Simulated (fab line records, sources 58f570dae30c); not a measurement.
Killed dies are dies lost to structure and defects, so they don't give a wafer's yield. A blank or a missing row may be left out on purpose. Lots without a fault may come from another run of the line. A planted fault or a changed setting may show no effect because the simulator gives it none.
A struck lot beside a sound one | flow berkeley_cmos170 | 14 steps out of a route of 331
Sound: wafers L322.1, L322.5, L322.6. Struck: wafers L326.2, L326.3, L326.5. The cause comes at the end.
At each step with rows: each side's tool, then ch and its chambers, then its first start. Under that, the readings that differ: sound wafers | struck wafers | difference of the means | sigmas: that difference in standard deviations of wafers without a fault.
alike: readings whose means differ by less than 2 such deviations, and words and numbers that are the same on both sides. not compared: withheld readings, readings that some wafer has no value for, bounds like >300 that may hide the same value, and numbers for which the record gives no deviation and whose values overlap.
The two part at a step that has a row with sigmas, a row that says differs or no value, or rows on one side only. Numbers that don't overlap but have no deviation are shown without sigmas and don't part them. A reading that every wafer of one side lacks parts them only if that side has two wafers or more.

first, 2 steps without rows for these wafers: UCB170_ACTIVE_PEB_11; UCB170_ACTIVE_DEVELOP_12 (develop time 45 s).
UCB170_ACTIVE_CD_MEAS_13: target cd 1200 nm.
  sound on cd_sem-01, day 6 09:34; struck on cd_sem-01, day 7 08:59
  alike: cd_nm
UCB170_ACTIVE_OVL_MEAS_14:
  sound on overlay-02, day 6 09:41; struck on overlay-02, day 7 09:06
  alike: ACTIVE_OVL
UCB170_ACTIVE_ETCH_15: etches Si3N4 in CH3F/Ar/O2, stops on SiO2, target depth 242 nm, time 151 s.
  sound on rie_diel-03 ch 2,3, day 6 09:44; struck on rie_diel-03 ch 0,2, day 7 09:08
  alike: O2_flow_sccm, drypump_motor_current_A, oes_product_au, throttle_valve_pct
  not compared: rf_hours_counter_h
UCB170_ACTIVE_STRIP_16: strips in O2.
  sound on plasma_asher-04 ch 0,1, day 6 09:50; struck on plasma_asher-03 ch 0,1, day 7 09:14
  alike: drypump_motor_current_A, oes_product_au, strip_time_to_endpoint_s
  not compared: rf_hours_counter_h
UCB170_ACTIVE_CD_MEAS_90: target cd 1200 nm.
  sound on cd_sem-01, day 6 09:56; struck on cd_sem-01, day 7 09:23
  alike: cd_nm
then, 5 steps without rows for these wafers: UCB170_ACTIVE_CLEAN_17 (cleans in SPM, time 600 s); UCB170_PFIELD_HMDS_00 (prime time 60 s); UCB170_PFIELD_COAT_01 (resist thk 900 nm); UCB170_PFIELD_SOFTBAKE_02 (time 60 s); UCB170_PFIELD_EXPOSE_03 (exposes mask PFIELD, target cd 1500 nm).
UCB170_PFIELD_PEB_04:
  sound on litho_track-04 ch 0, day 6 11:45; struck on litho_track-04, day 7 14:28
  no value came back on the struck wafers for chill_plate_temp_C (C), exhaust_pa (Pa), plate_temp_C (C); on the sound wafers chill_plate_temp_C (C) reads 23.05 23.10 23.19
then, 1 step without rows for these wafers: UCB170_PFIELD_DEVELOP_05 (develop time 45 s).

WHERE THEY PART
Only at UCB170_PFIELD_PEB_04, within this record.

WHY: what the simulator had put in
Skipped step whole: litho_track-04, from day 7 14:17 on, at UCB170_PFIELD_PEB_04. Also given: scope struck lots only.
